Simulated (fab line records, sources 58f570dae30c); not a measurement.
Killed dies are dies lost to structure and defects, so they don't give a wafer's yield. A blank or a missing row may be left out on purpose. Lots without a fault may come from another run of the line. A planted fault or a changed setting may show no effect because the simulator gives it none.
A struck lot beside a sound one | flow berkeley_cmos170 | 17 steps out of a route of 331
Sound: wafers L201.1, L201.2, L201.6. Struck: wafers L210.1, L210.3, L210.5. The cause comes at the end.
At each step with rows: each side's tool, then ch and its chambers, then its first start. Under that, the readings that differ: sound wafers | struck wafers | difference of the means | sigmas: that difference in standard deviations of wafers without a fault.
alike: readings whose means differ by less than 2 such deviations, and words and numbers that are the same on both sides. not compared: withheld readings, readings that some wafer has no value for, bounds like >300 that may hide the same value, and numbers for which the record gives no deviation and whose values overlap.
The two part at a step that has a row with sigmas, a row that says differs or no value, or rows on one side only. Numbers that don't overlap but have no deviation are shown without sigmas and don't part them. A reading that every wafer of one side lacks parts them only if that side has two wafers or more.

UCB170_NWELL_THK_MEAS_02:
  sound on film_metro-02, day 4 20:29; struck on film_metro-04, day 6 18:14
  alike: NWELL_OXIDE_THK
then, 2 steps without rows for these wafers: UCB170_NWELL_ANNEAL_03 (time 900 s); UCB170_NWELL_CVD_04 (deposits Si3N4 from SiH2Cl2/NH3, target thk 224 nm, time 3360 s).
UCB170_NWELL_THK_MEAS_05:
  sound on film_metro-01, day 5 05:22; struck on film_metro-01, day 7 02:51
  alike: NWELL_NITRIDE_THK
then, 6 steps without rows for these wafers: UCB170_NWELL_HMDS_06 (prime time 60 s); UCB170_NWELL_COAT_07 (resist thk 900 nm); UCB170_NWELL_SOFTBAKE_08 (time 60 s); UCB170_NWELL_EXPOSE_09 (exposes mask NWELL, target cd 3000 nm); UCB170_NWELL_PEB_10; UCB170_NWELL_DEVELOP_11 (develop time 45 s).
UCB170_NWELL_OVL_MEAS_12:
  sound on overlay-01, day 5 06:29; struck on overlay-01, day 7 03:59
  alike: NWELL_OVL
UCB170_NWELL_ETCH_13: etches Si3N4 in CH3F/Ar/O2, stops on SiO2, target depth 246.4 nm, time 154 s.
  sound on rie_diel-04 ch 0,2,3, day 5 06:31; struck on rie_diel-04 ch 0,1,3, day 7 04:02
  alike: drypump_motor_current_A, oes_product_au, throttle_valve_pct
  not compared: rf_hours_counter_h
UCB170_NWELL_IMPLANT_14:
  sound on implanter-01 ch 0, day 5 06:37; struck on implanter-01 ch 0, day 7 04:08
  alike: end_station_pressure_torr
UCB170_NWELL_STRIP_15: strips in O2.
  sound on plasma_asher-02 ch 0,1, day 5 06:46; struck on plasma_asher-04 ch 0,1, day 7 04:17
  alike: drypump_motor_current_A, oes_product_au, strip_time_to_endpoint_s
  not compared: rf_hours_counter_h
UCB170_NWELL_TW_MEAS_16:
  sound on film_metro-02, day 5 06:52; struck on film_metro-02, day 7 04:23
  reading  | sound          | struck         | difference | sigmas
  NWELL_TW | 1245 1247 1243 | 1185 1186 1189 | -58        | -4
then, 1 step without rows for these wafers: UCB170_NWELL_CLEAN_17 (cleans in SPM, time 600 s).
-- the record jumps here: 6 days lie between the struck wafers' starts before and after (it left off in module NWELL and takes up again in module M3, whose first step shown is number 331 of the route) --
UCB170_M3_PROBE_99:
  sound on prober-01, day 11 13:11; struck on prober-02, day 13 08:32
  reading                                     | sound                | struck               | difference | sigmas
  model.etest.nwell.rs_ohm_sq_range           | 23.46 35.74 21.2     | 221 226 224.9        | +197       |
  model.etest.nwell_pinched.rs_ohm_sq         | 1280 1290 1283       | 1471 1463 1482       | +188       |
  model.etest.nwell.rs_ohm_sq                 | 856.9 861.9 861.4    | 980.4 970.6 986.1    | +119.0     |
  model.etest.nwell.rs_ohm_sq_rim_less_centre | -1.519 -2.233 -11.76 | -111.8 -118.6 -115.8 | -110.2     |
  model.etest.nwell.width_nm (nm)             | 2368 2362 2369       | 2313 2297 2302       | -62        |
  model.etest.nwell.line_ohm_um               | 365.1 362.6 364.6    | 424.4 422.3 428.2    | +60.9      |
  model.etest.pmos_0p35.drive_ua_um_range     | 4.676 3.971 4.878    | 13.33 14.41 13.03    | +9.08      |
  not compared: model.etest.pldd.rs_ohm_sq_range

WHERE THEY PART
Only at UCB170_NWELL_TW_MEAS_16, within this record.

WHY: what the simulator had put in
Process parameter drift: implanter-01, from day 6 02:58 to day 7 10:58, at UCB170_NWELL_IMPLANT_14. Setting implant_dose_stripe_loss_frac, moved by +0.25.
